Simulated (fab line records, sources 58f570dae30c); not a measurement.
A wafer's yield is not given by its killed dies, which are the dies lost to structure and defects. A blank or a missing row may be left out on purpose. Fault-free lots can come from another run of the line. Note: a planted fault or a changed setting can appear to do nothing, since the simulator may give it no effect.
What tool caused it? ; flow berkeley-cmos170 ; Sampling: 14 lots, 42 wafers, 7 of 331 route steps

## WHAT THE GAUGES READ, wafer by wafer
UCB170_SDANNEAL_RS_MEAS_02: measures by four-point-probe. Usual: PSD_RS gives 75.5 ohm/sq (standard deviation 0.31).
lot;measured;on;PSD_RS (ohm/sq);flag
L426;day 6 17:40;film-metro-01;75.2 75.5 75.0;
L425;day 6 18:02;film-metro-04;75.9 75.7 75.6;
L428;day 6 20:58;film-metro-04;76.3 76.1 76.2;
L427;day 6 20:13;film-metro-01;75.4 75.3 75.3;
L429;day 7 07:57;film-metro-01;75.2 74.9 75.1;
L431;day 7 08:09;film-metro-04;75.7 75.5 75.2;
L432;day 7 20:55;film-metro-01;75.1 75.4 75.4;
L435;day 8 15:23;film-metro-01;75.9 75.6 75.6;
L437;day 9 02:24;film-metro-04;75.9 75.6 75.8;
L441;day 9 19:20;film-metro-04;83.7 84.1 84.1;OFF
L440;day 9 19:58;film-metro-04;84.3 84.1 84.0;OFF
L445;day 10 19:14;film-metro-01;75.3 75.5 75.4;
L447;day 10 23:10;film-metro-01;74.9 74.8 74.8;
L448;day 11 15:32;film-metro-04;75.7 75.4 75.5;

UCB170_SDANNEAL_RS_MEAS_03: measures by four-point-probe. Usual: NSD_RS gives 37.26 ohm/sq (standard deviation 0.086).
lot;measured;on;NSD_RS (ohm/sq);flag
L426;day 6 17:47;film-metro-01;37.23 37.17 37.32;
L425;day 6 18:10;film-metro-04;37.21 37.15 37.12;
L428;day 6 21:05;film-metro-04;37.43 37.28 37.30;
L427;day 6 20:20;film-metro-01;37.37 37.29 37.27;
L429;day 7 08:04;film-metro-01;37.14 37.22 37.26;
L431;day 7 08:16;film-metro-04;37.42 37.31 37.31;
L432;day 7 21:02;film-metro-01;37.25 37.13 37.20;
L435;day 8 15:31;film-metro-01;37.29 37.13 37.18;
L437;day 9 02:31;film-metro-04;37.36 37.27 37.43;
L441;day 9 19:28;film-metro-04;38.51 38.55 38.58;OFF
L440;day 9 20:05;film-metro-04;38.35 38.42 38.42;OFF
L445;day 10 19:22;film-metro-01;37.27 37.32 37.25;
L447;day 10 23:17;film-metro-01;37.34 37.34 37.16;
L448;day 11 15:39;film-metro-04;37.22 37.33 37.34;

UCB170_SDANNEAL_RS_MEAS_04: measures by four-point-probe. Usual: PLDD_RS gives 1030.0 ohm/sq (standard deviation 2.4).
lot;measured;on;PLDD_RS (ohm/sq);flag
L426;day 6 17:54;film-metro-01;1031.3 1031.6 1029.4;
L425;day 6 18:17;film-metro-04;1026.5 1031.1 1028.9;
L428;day 6 21:13;film-metro-04;1028.9 1026.2 1028.2;
L427;day 6 20:27;film-metro-01;1031.2 1031.4 1027.5;
L429;day 7 08:11;film-metro-01;1029.9 1029.6 1026.4;
L431;day 7 08:23;film-metro-04;1031.9 1027.2 1030.0;
L432;day 7 21:10;film-metro-01;1028.2 1031.1 1028.2;
L435;day 8 15:38;film-metro-01;1027.8 1030.4 1029.4;
L437;day 9 02:38;film-metro-04;1028.9 1026.1 1031.0;
L441;day 9 19:35;film-metro-04;1044.3 1042.3 1043.6;OFF
L440;day 9 20:13;film-metro-04;1041.9 1043.5 1041.0;OFF
L445;day 10 19:29;film-metro-01;1026.3 1026.4 1026.4;
L447;day 10 23:24;film-metro-01;1029.6 1029.2 1030.2;
L448;day 11 15:46;film-metro-04;1031.3 1031.0 1031.3;

UCB170_V2_BOW_MEAS_03. Usual: V2_BOW gives 38 um (standard deviation 7.3).
lot;measured;on;V2_BOW (um);flag
L426;day 7 14:01;film-metro-04;36 25 36;
L425;day 7 14:46;film-metro-02;34 33 41;
L428;day 7 14:57;film-metro-01;34 42 30;
L427;day 7 14:39;film-metro-01;30 37 34;
L429;day 8 05:14;film-metro-04;32 34 37;
L431;day 8 04:49;film-metro-01;46 43 59;
L432;day 8 15:29;film-metro-04;48 26 44;
L435;day 9 10:07;film-metro-01;46 46 50;
L437;day 9 20:58;film-metro-01;33 27 27;
L441;day 10 16:46;film-metro-02;27 40 41;
L440;day 10 14:47;film-metro-01;44 40 46;
L445;day 11 14:44;film-metro-02;39 23 37;
L447;day 12 03:00;film-metro-02;26 31 35;
L448;day 12 13:08;film-metro-04;33 31 31;

UCB170_M3_RS_MEAS_02: measures by four-point-probe. Usual: M3_AL_RS gives 0.0321 ohm/sq (standard deviation 0.00032).
lot;measured;on;M3_AL_RS (ohm/sq);flag
L426;day 7 16:08;film-metro-04;0.0321 0.0326 0.0318;
L425;day 7 17:04;film-metro-03;0.0327 0.0326 0.0325;
L428;day 7 17:20;film-metro-04;0.0327 0.0320 0.0318;
L427;day 7 16:53;film-metro-01;0.0319 0.0319 0.0320;
L429;day 8 08:14;film-metro-04;0.0320 0.0320 0.0322;
L431;day 8 07:07;film-metro-03;0.0321 0.0324 0.0321;
L432;day 8 17:31;film-metro-01;0.0319 0.0318 0.0321;
L435;day 9 12:08;film-metro-01;0.0328 0.0328 0.0330;
L437;day 9 23:10;film-metro-04;0.0317 0.0317 0.0320;
L441;day 10 18:42;film-metro-03;0.0321 0.0319 0.0321;
L440;day 10 17:35;film-metro-03;0.0323 0.0321 0.0317;
L445;day 11 16:40;film-metro-01;0.0315 0.0319 0.0317;
L447;day 12 04:58;film-metro-04;0.0324 0.0317 0.0324;
L448;day 12 15:24;film-metro-03;0.0315 0.0315 0.0318;

## EACH LOT AND THE TOOL THAT RAN IT (in order: tool; ch and the chambers of the sampled wafers; start)
lot;UCB170_PWELL_ETCH_14;UCB170_SDANNEAL_RTA_01
L426;rie-diel-01 ch 2,3, day 3 05:35;rtp-anneal-01 ch 0, day 6 17:35
L425;rie-diel-02 ch 2,3, day 3 05:53;rtp-anneal-02 ch 0, day 6 17:59
L428;rie-diel-02 ch 1,3, day 3 15:19;rtp-anneal-02 ch 0, day 6 20:55
L427;rie-diel-04 ch 0,1,3, day 3 15:40;rtp-anneal-01 ch 0, day 6 20:09
L429;rie-diel-02 ch 0,1,2, day 3 22:48;rtp-anneal-02 ch 0, day 7 07:50
L431;rie-diel-01 ch 1,2,3, day 4 01:53;rtp-anneal-01 ch 0, day 7 08:05
L432;rie-diel-01 ch 1,2,3, day 4 12:05;rtp-anneal-01 ch 0, day 7 20:52
L435;rie-diel-02 ch 0,2,3, day 5 03:11;rtp-anneal-01 ch 0, day 8 15:20
L437;rie-diel-01 ch 1,2,3, day 5 14:11;rtp-anneal-01 ch 0, day 9 02:20
L441;rie-diel-01 ch 0,2,3, day 5 21:52;rtp-anneal-01 ch 0, day 9 19:16
L440;rie-diel-04 ch 0,1,3, day 5 22:29;rtp-anneal-01 ch 0, day 9 19:54
L445;rie-diel-02 ch 1,3, day 7 04:38;rtp-anneal-02 ch 0, day 10 19:11
L447;rie-diel-01 ch 0,1,3, day 7 11:34;rtp-anneal-02 ch 0, day 10 23:07
L448;rie-diel-04 ch 0,1, day 8 00:31;rtp-anneal-02 ch 0, day 11 15:28
- UCB170_PWELL_ETCH_14: etches Si3N4 in CH3F/Ar/O2, stops on SiO2, target depth 242 nm, time 151 s.
- UCB170_SDANNEAL_RTA_01: time 5 s.

## WHAT THE TOOLS THEMSELVES READ (means of the sampled wafers that have a number; where no wafer has one, the mark that the record gives instead)
UCB170_PWELL_ETCH_14. Usual: drypump-motor-current-A 5.8 A, standard deviation 0.45; oes-product-au 0.941 a.u., standard deviation 0.015; throttle-valve-pct 7.99 %, standard deviation 0.12.
lot;tool;drypump-motor-current-A (A);oes-product-au (a.u.);throttle-valve-pct (%);flag
L426;rie-diel-01;5.3;0.958;8.02;
L425;rie-diel-02;5.8;0.947;7.99;
L428;rie-diel-02;5.7;0.945;8.00;
L427;rie-diel-04;6.1;0.939;8.03;
L429;rie-diel-02;5.7;0.934;7.87;
L431;rie-diel-01;5.7;0.948;8.01;
L432;rie-diel-01;5.7;0.941;8.00;
L435;rie-diel-02;5.8;0.949;7.98;
L437;rie-diel-01;5.7;0.943;8.00;
L441;rie-diel-01;5.2;0.944;8.02;
L440;rie-diel-04;6.0;0.943;8.04;
L445;rie-diel-02;5.7;0.920;7.89;
L447;rie-diel-01;5.8;0.942;8.01;
L448;rie-diel-04;6.0;0.930;8.00;

UCB170_SDANNEAL_RTA_01. Usual: anneal-temp-c-max 1054.4, standard deviation 0.91; lamp-power-pct 38.0 %, standard deviation 1.2; wafer_temp_C_max 1054.8, standard deviation 2.
lot;tool;anneal-temp-c-max;lamp-power-pct (%);wafer_temp_C_max;flag
L426;rtp-anneal-01;1054.4;36.8;1056.4;
L425;rtp-anneal-02;1053.4;39.3;1053.2;
L428;rtp-anneal-02;1053.7;39.3;1053.1;
L427;rtp-anneal-01;1055.4;36.9;1056.0;
L429;rtp-anneal-02;1053.9;39.3;1052.4;
L431;rtp-anneal-01;1055.3;36.8;1055.4;
L432;rtp-anneal-01;1055.5;36.9;1055.9;
L435;rtp-anneal-01;1054.0;36.8;1058.7;
L437;rtp-anneal-01;1054.5;36.8;1057.0;
L441;rtp-anneal-01;1054.1;35.3;1056.7;
L440;rtp-anneal-01;1055.5;35.3;1056.9;
L445;rtp-anneal-02;1053.8;39.3;1052.9;
L447;rtp-anneal-02;1054.6;39.3;1052.6;
L448;rtp-anneal-02;1054.5;39.3;1052.6;

## THE ANSWER, worked out from the rows above alone
Rule: lot off if the mean of its wafers having a number is beyond 3 standard deviations from the usual mean. Also off: a lot with no number at a reading for which 4 or more lots have one. The other lots that the step has rows for count as sound. The gauges are gone through in route order, then the tools' own readings, and for those a lot's mean is taken as printed above. The first step at which some lot is off is used, and at that step the reading that is off furthest; a lot without a number counts as furthest.
Off: L441, L440, at UCB170_SDANNEAL_RS_MEAS_02 (PSD_RS).
A tool fits if, at a process step before that reading, it ran every lot that is off, and no sound lot after the first of them. Those tools and the gauges at UCB170_SDANNEAL_RS_MEAS_02 are tried in the same way. One fits: rtp-anneal-01 at UCB170_SDANNEAL_RTA_01. Its last sound lot is L437 (day 9 02:20), its first lot that is off L441 (day 9 19:16): a fault that began between those two fits.

## WHAT THE SIMULATOR HAD INSERTED
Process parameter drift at UCB170_SDANNEAL_RTA_01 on rtp-anneal-01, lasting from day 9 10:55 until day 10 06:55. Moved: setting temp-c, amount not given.
Lots struck among those shown: L441, L440. The same result came from the rule above.
